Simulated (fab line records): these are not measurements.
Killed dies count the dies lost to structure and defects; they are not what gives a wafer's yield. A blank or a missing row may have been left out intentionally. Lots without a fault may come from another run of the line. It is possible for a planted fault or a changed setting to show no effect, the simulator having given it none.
fab line records	flow ritCmos
[record] lots = 5	wafers = 23
route steps=202 shown SPACER@128 NSD@132 SILICIDE@162 CONTACT@175 M1@190
startH: the number of hours between the record's first day and the start of the first shown wafer of the lot	waitH: hours from the lot's prior step to this one	" same as the row above	L1.1+2: a single row standing in for several wafers	- value missing, or start not given	* or withheld: withheld	< > ~ a bound
route shown NAME@n: names a module that has steps shown in the file, with the first one's number in the route	usual: average and standard deviation across the fault-free wafers	same: alike in all rows	chamber/n: place in a boat	sites: per-site readings	_std_site: standard deviation across them	_edge_site: mean of outer sites minus mean of inner sites	radiusMm: how far each site lies from the wafer's centre	mask NAME#n: copy n	behind: the most recent tool/chamber to have shaped the wafer	hold: why the lot went on hold/how many hours it stayed there/how the hold came to an end	device: the n, p or np transistor that did not switch	end of line: the route-end tests of the same wafers	a step with no rows: only its recipe	killed: the dies lost at the first sort to structure and to defects; this is not the yield of the wafer	map: the dies of a wafer, with x for killed, . for not killed, _ for no die there
set.NAME: the run value of the setting; set.NAME@STEP: its run value at that earlier step	model.NAME: the simulator's own value behind a step, which no gauge read
lots with deliberately changed settings; one table per step, one row per wafer
[[steps]]
[step RIT_SPACER_CVD_03]
[recipe] material = Si3N4	targetThkNm = 250	tempC = 810	precursor = SiH2Cl2/NH3	timeS = 3300	pressureMtorr = 300	sih2cl2FlowSccm = 60	nh3FlowSccm = 150
lot.wafer	tool	chamber	startH	waitH	set.sih2cl2FlowSccm	model.Si3N4_of_SPACER_CVD_03.thkNm
L075.2	-	-	-	0.0	60	250.7
L075.3	"	-	"	"	60	249.8
L075.4	"	-	"	"	60	249.6
L075.5	"	-	"	"	60	251.1
L075.6	"	-	"	"	60	251.6
L076.1	-	-	-	0.2	55.81	243.1
L076.2	"	-	"	"	55.81	243.8
L076.4+5	"	-	"	"	55.81	244.6
L076.6	"	-	"	"	55.81	242.3
L081.3	lpcvd-02	0	85.08	0.0	60	250.5
L081.4	"	0	"	"	60	248.8
L081.6	"	0	"	"	60	249.6
L082.1+5	-	-	-	0.0	67.28	261.4
L082.3	"	-	"	"	67.28	262.7
L082.4	"	-	"	"	67.28	261.3
L082.6	"	-	"	"	67.28	262.3
L085.2	-	-	-	0.0	62.84	251.7
L085.3	"	-	"	"	62.84	250.4
L085.4	"	-	"	"	62.84	251.4
L085.5	"	-	"	"	62.84	251.3
L085.6	"	-	"	"	62.84	251.5
[step RIT_SPACER_THK_MEAS_04]
[recipe] reads = Si3N4_of_SPACER_CVD_03
[usual] SPACER_NITRIDE_THK = 249.6/1.8
lot.wafer	tool	chamber	startH	waitH	set.sih2cl2FlowSccm@SPACER_CVD_03	SPACER_NITRIDE_THK[nm]
L075.2	filmMetro-02	-	-	-	60	250.7
L075.3	"	-	"	"	60	249.8
L075.4	"	-	"	"	60	249.4
L075.5	"	-	"	"	60	251.0
L075.6	"	-	"	"	60	251.7
L076.1	filmMetro-02	-	-	-	55.81	243.1
L076.2	"	-	"	"	55.81	243.7
L076.4	"	-	"	"	55.81	244.7
L076.5	"	-	"	"	55.81	244.7
L076.6	"	-	"	"	55.81	242.5
L081.3	filmMetro-02	-	87.02	0.0	60	250.6
L081.4	"	-	"	"	60	248.8
L081.6	"	-	"	"	60	249.6
L082.1	filmMetro-03	-	-	-	67.28	261.4
L082.3	"	-	"	"	67.28	262.6
L082.4	"	-	"	"	67.28	261.3
L082.5	"	-	"	"	67.28	261.1
L082.6	"	-	"	"	67.28	262.3
L085.2	filmMetro-02	-	-	-	62.84	251.7
L085.3	"	-	"	"	62.84	250.5
L085.4	"	-	"	"	62.84	251.3
L085.5	"	-	"	"	62.84	251.5
L085.6	"	-	"	"	62.84	251.6
[step RIT_SPACER_ETCHBACK_05]
[recipe] targetDepthA = 2500	SF6_flow_sccm = 30	CHF3_flow_sccm = 30	target = Si3N4	chemistry = SF6/CHF3	pressureMtorr = 40	rfW = 250	timeS = 240	stopOn = SiO2
lot.wafer	tool	chamber	startH	waitH	set.sih2cl2FlowSccm@SPACER_CVD_03	model.etch.depthNm	model.Si3N4_of_SPACER_CVD_03.thkNm
L075.2	rieDiel-04	1	52.93	0.0	60	250.7	195.8
L075.3	"	2	"	"	60	249.8	195.9
L075.4	"	0	"	"	60	249.6	195.2
L075.5	"	1	"	"	60	251.1	196.1
L075.6	"	2	"	"	60	251.6	197
L076.1	rieDiel-01	2	56.16	0.1	55.81	243.1	190.3
L076.2	"	3	"	"	55.81	243.8	191.9
L076.4	"	1	"	"	55.81	244.6	192.2
L076.5	"	1	"	"	55.81	244.6	192.4
L076.6	"	0	"	"	55.81	242.3	190.3
L081.3	rieDiel-01	2	87.06	0.0	60	250.5	195.7
L081.4	"	0	"	"	60	248.8	194.9
L081.6	"	3	"	"	60	249.6	195.5
L082.1	rieDiel-02	1	91.08	0.1	67.28	261.4	204.8
L082.3	"	3	"	"	67.28	262.7	205.7
L082.4	"	2	"	"	67.28	261.3	204.7
L082.5	"	3	"	"	67.28	261.4	204.4
L082.6	"	2	"	"	67.28	262.3	205.4
L085.2	rieDiel-04	0	106.97	0.0	62.84	251.7	197
L085.3	"	2	"	"	62.84	250.4	196.4
L085.4	"	1	"	"	62.84	251.4	197.3
L085.5	"	1	"	"	62.84	251.3	196.7
L085.6	"	2	"	"	62.84	251.5	197.4
[step RIT_NSD_COAT_01]
[recipe] resist = NOVOLAK	spinRpm = 3250	resistThkNm = 1000
lot.wafer	tool	chamber	startH	waitH	set.resistThkNm	model.NOVOLAK_of_NSD_COAT_01.thkNm
L075.2+3	lithoTrack-02	0	53.33	0.1	1000	998.7
L075.4	"	0	"	"	1057	1056
L075.5	"	0	"	"	1000	999.3
L075.6	"	0	"	"	1057	1054
L076.1	lithoTrack-02	0	56.46	0.1	1000	997.6
L076.2	"	0	"	"	1000	998.4
L076.4	"	0	"	"	1000	997.3
L076.5	"	0	"	"	1000	998.9
L076.6	"	0	"	"	1000	999.8
L081.3	lithoTrack-01	0	87.41	0.1	1000	999.6
L081.4	"	0	"	"	1000	999.4
L081.6	"	0	"	"	1000	996.8
L082.1	lithoTrack-01	0	91.38	0.1	960.5	963.4
L082.3	"	0	"	"	1000	1004
L082.4	"	0	"	"	1000	1003
L082.5	"	0	"	"	960.5	963.5
L082.6	"	0	"	"	1000	1002
L085.2	lithoTrack-01	0	107.48	0.1	951.7	950.6
L085.3	"	0	"	"	951.7	952.1
L085.4	"	0	"	"	951.7	953.9
L085.5	"	0	"	"	1000	1004
L085.6	"	0	"	"	1000	1001
[step RIT_NSD_SOFTBAKE_02]
[recipe] resist = NOVOLAK	tempC = 90	timeS = 60
[step RIT_NSD_EXPOSE_03]
[recipe] maskId = M9	na = 0.57	targetCdNm = 40700	doseMj = 250
[step RIT_NSD_DEVELOP_05]
[recipe] resist = NOVOLAK	developTimeS = 50	devTempC = 23
[step RIT_NSD_HARDBAKE_07]
[recipe] resist = NOVOLAK	tempC = 140	timeS = 60
lot.wafer	tool	chamber	startH	waitH	set.resistThkNm@NSD_COAT_01	model.NOVOLAK_of_NSD_COAT_01.thkNm
L075.2	lithoTrack-03	0	54.19	0.0	1000	882.7
L075.3	"	0	"	"	1000	882.6
L075.4	"	0	"	"	1057	932.9
L075.5	"	0	"	"	1000	883.2
L075.6	"	0	"	"	1057	931.1
L076.1	lithoTrack-01	0	57.19	0.0	1000	881.6
L076.2	"	0	"	"	1000	882.3
L076.4	"	0	"	"	1000	881.4
L076.5	"	0	"	"	1000	882.8
L076.6	"	0	"	"	1000	883.6
L081.3	lithoTrack-03	0	88.41	0.1	1000	883.5
L081.4	"	0	"	"	1000	883.3
L081.6	"	0	"	"	1000	881
L082.1	lithoTrack-02	0	92.12	0.0	960.5	851.8
L082.3	"	0	"	"	1000	887.6
L082.4	"	0	"	"	1000	886.3
L082.5	"	0	"	"	960.5	851.9
L082.6	"	0	"	"	1000	885.2
L085.2	lithoTrack-02	0	108.36	0.0	951.7	840.5
L085.3	"	0	"	"	951.7	841.8
L085.4	"	0	"	"	951.7	843.5
L085.5	"	0	"	"	1000	887.1
L085.6	"	0	"	"	1000	884.9
[step RIT_NSD_IMPLANT_08]
[recipe] species = P	energyKev = 25	doseCm2 = 1e+15	tiltDeg = 7
lot.wafer	tool	chamber	startH	waitH	set.energyKev	model.implant.drpNm
L075.2+3+4+5+6	implanter-01	0	54.34	0.1	25	14.84
L076.1+6	implanter-02	0	57.34	0.1	25.53	15.03
L076.2+4+5	"	0	"	"	25	14.84
L081.3+4+6	implanter-03	0	88.56	0.1	25	14.84
L082.1+3+4+5+6	implanter-01	0	92.27	0.1	25	14.84
L085.2+6	implanter-01	0	108.51	0.1	25	14.84
L085.3+4+5	"	0	"	"	24.19	14.55
[step RIT_SILICIDE_SPUTTER_01]
[recipe] material = Ti	targetThkNm = 30	powerW = 350	chamberPressurePa = 0.667	gas = Ar	timeS = 240	substrateTempC = 25
lot.wafer	tool	chamber	startH	waitH	set.powerW	model.Ti_of_SILICIDE_SPUTTER_01.thkNm
L075.2	pvdSputter-01	-	57.25	0.0	338.8	29.92
L075.3	"	-	"	"	350	30.63
L075.4	"	-	"	"	338.8	29.38
L075.5	"	-	"	"	338.8	29.4
L075.6	"	-	"	"	350	30.03
L076.1	pvdSputter-03	-	60.26	0.0	391.5	33.65
L076.2	"	-	"	"	350	29.98
L076.4	"	-	"	"	391.5	33.5
L076.5	"	-	"	"	391.5	33.71
L076.6	"	-	"	"	350	29.81
L081.3	pvdSputter-04	-	91.36	0.0	350	29.89
L081.4	"	-	"	"	350	29.74
L081.6	"	-	"	"	350	29.92
L082.1	pvdSputter-03	-	94.99	0.0	380.3	32.93
L082.3	"	-	"	"	380.3	32.7
L082.4	"	-	"	"	350	30.21
L082.5	"	-	"	"	350	30.32
L082.6	"	-	"	"	380.3	32.69
L085.2	pvdSputter-03	-	111.21	0.0	350	30.24
L085.3	"	-	"	"	388.7	32.95
L085.4	"	-	"	"	388.7	33.08
L085.5	"	-	"	"	350	29.66
L085.6	"	-	"	"	350	30.16
[step RIT_SILICIDE_RS_MEAS_02]
[recipe] thkMeasGauge = four-point-probe	reads = Ti_of_SILICIDE_SPUTTER_01
[usual] SILICIDE_TI_RS = 47.9/0.75
lot.wafer	tool	chamber	startH	waitH	set.powerW@SILICIDE_SPUTTER_01	SILICIDE_TI_RS[ohm/sq]
L075.2	filmMetro-01	-	57.42	0.1	338.8	48.0
L075.3	"	-	"	"	350	46.7
L075.4	"	-	"	"	338.8	49.3
L075.5	"	-	"	"	338.8	49.1
L075.6	"	-	"	"	350	47.8
L076.1	filmMetro-01	-	60.41	0.1	391.5	41.6
L076.2	"	-	"	"	350	48.0
L076.4	"	-	"	"	391.5	41.7
L076.5	"	-	"	"	391.5	41.4
L076.6	"	-	"	"	350	48.3
L081.3	filmMetro-04	-	91.55	0.1	350	48.1
L081.4	"	-	"	"	350	48.4
L081.6	"	-	"	"	350	48.0
L082.1	filmMetro-01	-	95.14	0.1	380.3	42.7
L082.3	"	-	"	"	380.3	43.0
L082.4	"	-	"	"	350	47.4
L082.5	"	-	"	"	350	47.3
L082.6	"	-	"	"	380.3	43.1
L085.2	filmMetro-03	-	111.38	0.1	350	47.4
L085.3	"	-	"	"	388.7	42.6
L085.4	"	-	"	"	388.7	42.3
L085.5	"	-	"	"	350	48.6
L085.6	"	-	"	"	350	47.7
[step RIT_SILICIDE_THK_MEAS_03]
[recipe] thkMeasGauge = xrf	reads = Ti_of_SILICIDE_SPUTTER_01
[usual] SILICIDE_TI_THK = 29.5/0.45
lot.wafer	tool	chamber	startH	waitH	set.powerW@SILICIDE_SPUTTER_01	SILICIDE_TI_THK[nm]
L075.2	filmMetro-01	-	57.53	0.1	338.8	29.5
L075.3	"	-	"	"	350	30.3
L075.4	"	-	"	"	338.8	28.9
L075.5	"	-	"	"	338.8	29.0
L075.6	"	-	"	"	350	29.7
L076.1	filmMetro-01	-	60.53	0.1	391.5	33.3
L076.2	"	-	"	"	350	29.7
L076.4	"	-	"	"	391.5	33.2
L076.5	"	-	"	"	391.5	33.3
L076.6	"	-	"	"	350	29.4
L081.3	filmMetro-04	-	91.65	0.1	350	29.3
L081.4	"	-	"	"	350	29.2
L081.6	"	-	"	"	350	29.3
L082.1	filmMetro-01	-	95.26	0.1	380.3	32.2
L082.3	"	-	"	"	380.3	32.0
L082.4	"	-	"	"	350	29.7
L082.5	"	-	"	"	350	29.8
L082.6	"	-	"	"	380.3	32.0
L085.2	filmMetro-03	-	111.49	0.1	350	29.6
L085.3	"	-	"	"	388.7	32.4
L085.4	"	-	"	"	388.7	32.5
L085.5	"	-	"	"	350	29.2
L085.6	"	-	"	"	350	29.6
[step RIT_CONTACT_DEVELOP_07]
[recipe] resist = NOVOLAK	developTimeS = 120	devTempC = 23
lot.wafer	tool	chamber	startH	waitH	set.developTimeS
L075.2+3+4+5+6	lithoTrack-02	0	-	-	120
L076.1+4+6	lithoTrack-04	0	-	-	107
L076.2+5	"	0	"	"	120
L081.3+4+6	lithoTrack-04	0	-	-	120
L082.1+6	lithoTrack-04	0	-	-	120
L082.3+4+5	"	0	"	"	135.7
L085.2+3+4+5+6	lithoTrack-02	0	-	-	120
[step RIT_CONTACT_CD_MEAS_08]
[recipe] targetCdNm = 1000
[usual] cdNm = 999.9/2.1
lot.wafer	tool	chamber	startH	waitH	set.developTimeS@CONTACT_DEVELOP_07	cdNm
L075.2	cdSem-01	-	59.31	-	120	1000.3
L075.3	"	-	"	"	120	1001.0
L075.4	"	-	"	"	120	999.5
L075.5	"	-	"	"	120	1000.9
L075.6	"	-	"	"	120	1000.0
L076.1	cdSem-02	-	62.08	-	107	991.7
L076.2	"	-	"	"	120	1000.9
L076.4	"	-	"	"	107	994.7
L076.5	"	-	"	"	120	1003.2
L076.6	"	-	"	"	107	991.2
L081.3	cdSem-02	-	93.38	-	120	1004.2
L081.4	"	-	"	"	120	1000.7
L081.6	"	-	"	"	120	1002.1
L082.1	cdSem-02	-	96.77	-	120	1001.5
L082.3	"	-	"	"	135.7	1010.2
L082.4	"	-	"	"	135.7	1009.3
L082.5	"	-	"	"	135.7	1011.2
L082.6	"	-	"	"	120	1002.8
L085.2	cdSem-02	-	112.81	-	120	996.6
L085.3	"	-	"	"	120	997.4
L085.4	"	-	"	"	120	998.0
L085.5	"	-	"	"	120	997.0
L085.6	"	-	"	"	120	996.5
[step RIT_CONTACT_HARDBAKE_10]
[recipe] resist = NOVOLAK	tempC = 140	timeS = 60
[step RIT_CONTACT_ETCH_11]
[recipe] targetDepthA = 4800	overEtchFrac = 0.2	stopOn = TiSi2	chemistry = CHF3/CF4/Ar	target = SiO2	CHF3_flow_sccm = 50	cf4FlowSccm = 10	Ar_flow_sccm = 100	O2_flow_sccm = 5	pressureMtorr = 100	rfW = 200	timeS = 320
lot.wafer	tool	chamber	startH	waitH	set.developTimeS@CONTACT_DEVELOP_07	model.CONTACT.cdNm
L075.2+6	rieDiel-01	0	59.60	0.1	120	1000
L075.3	"	2	"	"	120	1001
L075.4	"	3	"	"	120	999.6
L075.5	"	2	"	"	120	-
L076.1	rieDiel-03	2	62.39	0.1	107	991.1
L076.2	"	1	"	"	120	1001
L076.4	"	0	"	"	107	995
L076.5	"	3	"	"	120	1003
L076.6	"	0	"	"	107	991.6
L081.3	rieDiel-01	3	93.64	0.1	120	1004
L081.4	"	0	"	"	120	1001
L081.6	"	0	"	"	120	1002
L082.1	rieDiel-03	1	97.07	0.1	120	1002
L082.3+4	"	2,3	"	"	135.7	1010
L082.5	"	1	"	"	135.7	1011
L082.6	"	0	"	"	120	1003
L085.2+6	rieDiel-01	2,3	113.10	0.1	120	996.5
L085.3	"	1	"	"	120	997.4
L085.4	"	0	"	"	120	997.8
L085.5	"	0	"	"	120	996.7
[step RIT_CONTACT_STRIP_12]
[recipe] chemistry = O2	timeS = 180	resist = NOVOLAK	platenTempC = withheld	powerW = 500	pressureMtorr = 4000	o2FlowSccm = 4000
[step RIT_CONTACT_CD_MEAS_90]
[recipe] targetCdNm = 1000
[usual] cdNm = 999.9/2.1
lot.wafer	tool	chamber	startH	waitH	set.developTimeS@CONTACT_DEVELOP_07	cdNm
L075.2	cdSem-01	-	59.99	0.1	120	1000.2
L075.3	"	-	"	"	120	1000.7
L075.4	"	-	"	"	120	999.8
L075.5	"	-	"	"	120	1000.7
L075.6	"	-	"	"	120	1000.0
L076.1	cdSem-01	-	62.76	0.1	107	991.4
L076.2	"	-	"	"	120	1000.7
L076.4	"	-	"	"	107	995.2
L076.5	"	-	"	"	120	1002.4
L076.6	"	-	"	"	107	991.5
L081.3	cdSem-01	-	94.05	0.1	120	1003.6
L081.4	"	-	"	"	120	1000.8
L081.6	"	-	"	"	120	1001.2
L082.1	cdSem-01	-	97.44	0.1	120	1001.6
L082.3	"	-	"	"	135.7	1010.4
L082.4	"	-	"	"	135.7	1010.3
L082.5	"	-	"	"	135.7	1010.9
L082.6	"	-	"	"	120	1003.3
L085.2	cdSem-01	-	113.49	0.1	120	996.5
L085.3	"	-	"	"	120	997.5
L085.4	"	-	"	"	120	997.8
L085.5	"	-	"	"	120	996.5
L085.6	"	-	"	"	120	996.4
[step RIT_M1_EXPOSE_06]
[recipe] maskId = M12	na = 0.6	sourceShape = conventional	sigmaOuter = 0.5	targetCdNm = 2600	doseMj = 250
lot.wafer	tool	chamber	startH	waitH	mask	set.doseMj
L075.2+3+6	ilineStepper-01	0	61.71	0.2	M12#0	263.5
L075.4+5	"	0	"	"	M12#0	250
L076.1+2+6	ilineStepper-01	0	64.17	0.1	M12#0	250
L076.4+5	"	0	"	"	M12#0	232.4
L081.3+4+6	ilineStepper-01	0	95.57	0.2	M12#0	250
L082.1+3+4+5+6	ilineStepper-01	0	98.84	0.1	M12#0	250
L085.2+3	ilineStepper-02	0	115.01	0.2	M12#0	240
L085.4+5+6	"	0	"	"	M12#0	250
[step RIT_M1_PEB_07]
[recipe] resist = NOVOLAK	tempC = withheld	timeS = withheld
[step RIT_M1_DEVELOP_08]
[recipe] resist = NOVOLAK	developTimeS = 68	devTempC = 23
[step RIT_M1_CD_MEAS_09]
[recipe] targetCdNm = 2600
[usual] cdNm = 2599.7/1.7
lot.wafer	tool	chamber	startH	waitH	set.doseMj@M1_EXPOSE_06	cdNm
L075.2	cdSem-01	-	62.14	-	263.5	2584.8
L075.3	"	-	"	"	263.5	2586.1
L075.4	"	-	"	"	250	2600.0
L075.5	"	-	"	"	250	2601.1
L075.6	"	-	"	"	263.5	2584.2
L076.1	cdSem-02	-	64.60	-	250	2600.1
L076.2	"	-	"	"	250	2598.4
L076.4	"	-	"	"	232.4	2619.9
L076.5	"	-	"	"	232.4	2618.9
L076.6	"	-	"	"	250	2597.9
L081.3	cdSem-02	-	96.00	-	250	2599.9
L081.4	"	-	"	"	250	2598.8
L081.6	"	-	"	"	250	2597.5
L082.1	cdSem-02	-	99.27	-	250	2600.5
L082.3	"	-	"	"	250	2600.2
L082.4	"	-	"	"	250	2598.4
L082.5	"	-	"	"	250	2598.3
L082.6	"	-	"	"	250	2598.1
L085.2	cdSem-02	-	115.44	-	240	2609.9
L085.3	"	-	"	"	240	2610.4
L085.4	"	-	"	"	250	2597.9
L085.5	"	-	"	"	250	2601.0
L085.6	"	-	"	"	250	2599.0
[step RIT_M1_METAL_ETCH_12]
[recipe] stopOn = SiO2	chemistry = Cl2/BCl3	target = Al	timeS = 165	overEtchFrac = 0.5	pressureMtorr = 100	targetDepthA = 6000	rfW = 250	Cl2_flow_sccm = 60	bcl3FlowSccm = 50
lot.wafer	tool	chamber	startH	waitH	set.timeS	set.doseMj@M1_EXPOSE_06	model.NOVOLAK_of_M1_COAT_04.thkNm	model.M1.cdNm
L075.2	rieMetal-03	1	62.57	0.2	186.4	263.5	757.1	2581
L075.3	"	1	"	"	186.4	263.5	761	2582
L075.4	"	0	"	"	186.4	250	759.8	2597
L075.5	"	0	"	"	165	250	800.8	2601
L075.6	"	1	"	"	165	263.5	801.9	2584
L076.1	rieMetal-01	0	65.01	0.2	174	250	790.8	2598
L076.2	"	1	"	"	174	250	789.1	2596
L076.4	"	1	"	"	165	232.4	810.1	2619
L076.5	"	1	"	"	174	232.4	789.4	2618
L076.6	"	0	"	"	165	250	811.7	2599
L081.3	rieMetal-03	1	96.42	0.2	165	250	811.1	2600
L081.4	"	0	"	"	165	250	805.3	2600
L081.6	"	0	"	"	165	250	807.2	2598
L082.1	rieMetal-01	0	99.72	0.2	158	250	831.9	2602
L082.3	"	0	"	"	158	250	831.6	2602
L082.4	"	1	"	"	165	250	810.8	2600
L082.5	"	0	"	"	158	250	828.9	2601
L082.6	"	1	"	"	165	250	809.9	2598
L085.2	rieMetal-01	0	115.82	0.2	174.1	240	788.6	2607
L085.3	"	1	"	"	165	240	797.5	2610
L085.4	"	0	"	"	174.1	250	795.2	2596
L085.5	"	0	"	"	165	250	810.3	2601
L085.6	"	1	"	"	174.1	250	783.4	2597
[step RIT_M1_STRIP_13]
[recipe] chemistry = nmp	resist = NOVOLAK	tempC = 80	timeS = 600	dry = n2Spin
[step RIT_M1_STRIP_14]
[recipe] chemistry = O2	timeS = 180	platenTempC = withheld	powerW = 500	pressureMtorr = 4000	o2FlowSccm = 4000
[step RIT_M1_CD_MEAS_90]
[recipe] targetCdNm = 2600
[usual] cdNm = 2599.3/1.8
lot.wafer	tool	chamber	startH	waitH	set.doseMj@M1_EXPOSE_06	cdNm
L075.2	cdSem-01	-	63.11	0.1	263.5	2581.3
L075.3	"	-	"	"	263.5	2582.2
L075.4	"	-	"	"	250	2597.0
L075.5	"	-	"	"	250	2600.7
L075.6	"	-	"	"	263.5	2584.2
L076.1	cdSem-02	-	65.55	0.1	250	2598.1
L076.2	"	-	"	"	250	2596.0
L076.4	"	-	"	"	232.4	2619.0
L076.5	"	-	"	"	232.4	2618.2
L076.6	"	-	"	"	250	2599.2
L081.3	cdSem-02	-	96.93	0.1	250	2599.4
L081.4	"	-	"	"	250	2600.0
L081.6	"	-	"	"	250	2598.2
L082.1	cdSem-02	-	100.23	0.1	250	2602.5
L082.3	"	-	"	"	250	2602.2
L082.4	"	-	"	"	250	2599.6
L082.5	"	-	"	"	250	2601.0
L082.6	"	-	"	"	250	2598.0
L085.2	cdSem-01	-	116.53	0.1	240	2606.5
L085.3	"	-	"	"	240	2609.8
L085.4	"	-	"	"	250	2596.0
L085.5	"	-	"	"	250	2601.0
L085.6	"	-	"	"	250	2597.6
[[key]]
[split] step = RIT_SPACER_CVD_03	setting = sih2cl2FlowSccm	stated = 60	by = lot
[response] step = RIT_SPACER_CVD_03	reading = model.Si3N4_of_SPACER_CVD_03.thkNm	change = +0.904	per = 1%	r = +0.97
[response] step = RIT_SPACER_THK_MEAS_04	reading = SPACER_NITRIDE_THK	change = +0.9	per = 1%	r = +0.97
[response] step = RIT_SPACER_ETCHBACK_05	reading = model.etch.depthNm	change = +0.904	per = 1%	r = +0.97
[response] step = RIT_SPACER_ETCHBACK_05	reading = model.Si3N4_of_SPACER_CVD_03.thkNm	change = +0.684	per = 1%	r = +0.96
[split] step = RIT_NSD_COAT_01	setting = resistThkNm	stated = 1000	by = wafer
[response] step = RIT_NSD_COAT_01	reading = model.NOVOLAK_of_NSD_COAT_01.thkNm	change = +10.1	per = 1%	r = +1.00
[response] step = RIT_NSD_HARDBAKE_07	reading = model.NOVOLAK_of_NSD_COAT_01.thkNm	change = +8.82	per = 1%	r = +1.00
[split] step = RIT_NSD_IMPLANT_08	setting = energyKev	stated = 25	by = wafer
[response] step = RIT_NSD_IMPLANT_08	reading = model.implant.drpNm	change = +0.0898	per = 1%	r = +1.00
[split] step = RIT_SILICIDE_SPUTTER_01	setting = powerW	stated = 350	by = wafer
[response] step = RIT_SILICIDE_SPUTTER_01	reading = model.Ti_of_SILICIDE_SPUTTER_01.thkNm	change = +0.291	per = 1%	r = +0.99
[response] step = RIT_SILICIDE_RS_MEAS_02	reading = SILICIDE_TI_RS	change = -0.52	per = 1%	r = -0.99
[response] step = RIT_SILICIDE_THK_MEAS_03	reading = SILICIDE_TI_THK	change = +0.288	per = 1%	r = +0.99
[split] step = RIT_CONTACT_DEVELOP_07	setting = developTimeS	stated = 120	by = wafer
[response] step = RIT_CONTACT_CD_MEAS_08	reading = cdNm	change = +0.724	per = 1%	r = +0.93
[response] step = RIT_CONTACT_ETCH_11	reading = model.CONTACT.cdNm	change = +0.708	per = 1%	r = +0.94
[response] step = RIT_CONTACT_CD_MEAS_90	reading = cdNm	change = +0.699	per = 1%	r = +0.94
[split] step = RIT_M1_EXPOSE_06	setting = doseMj	stated = 250	by = wafer
[response] step = RIT_M1_CD_MEAS_09	reading = cdNm	change = -2.87	per = 1%	r = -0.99
[response] step = RIT_M1_METAL_ETCH_12	reading = model.M1.cdNm	change = -2.93	per = 1%	r = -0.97
[response] step = RIT_M1_CD_MEAS_90	reading = cdNm	change = -2.9	per = 1%	r = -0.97
[split] step = RIT_M1_METAL_ETCH_12	setting = timeS	stated = 165	by = wafer
[response] step = RIT_M1_METAL_ETCH_12	reading = model.NOVOLAK_of_M1_COAT_04.thkNm	change = -3.36	per = 1%	r = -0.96
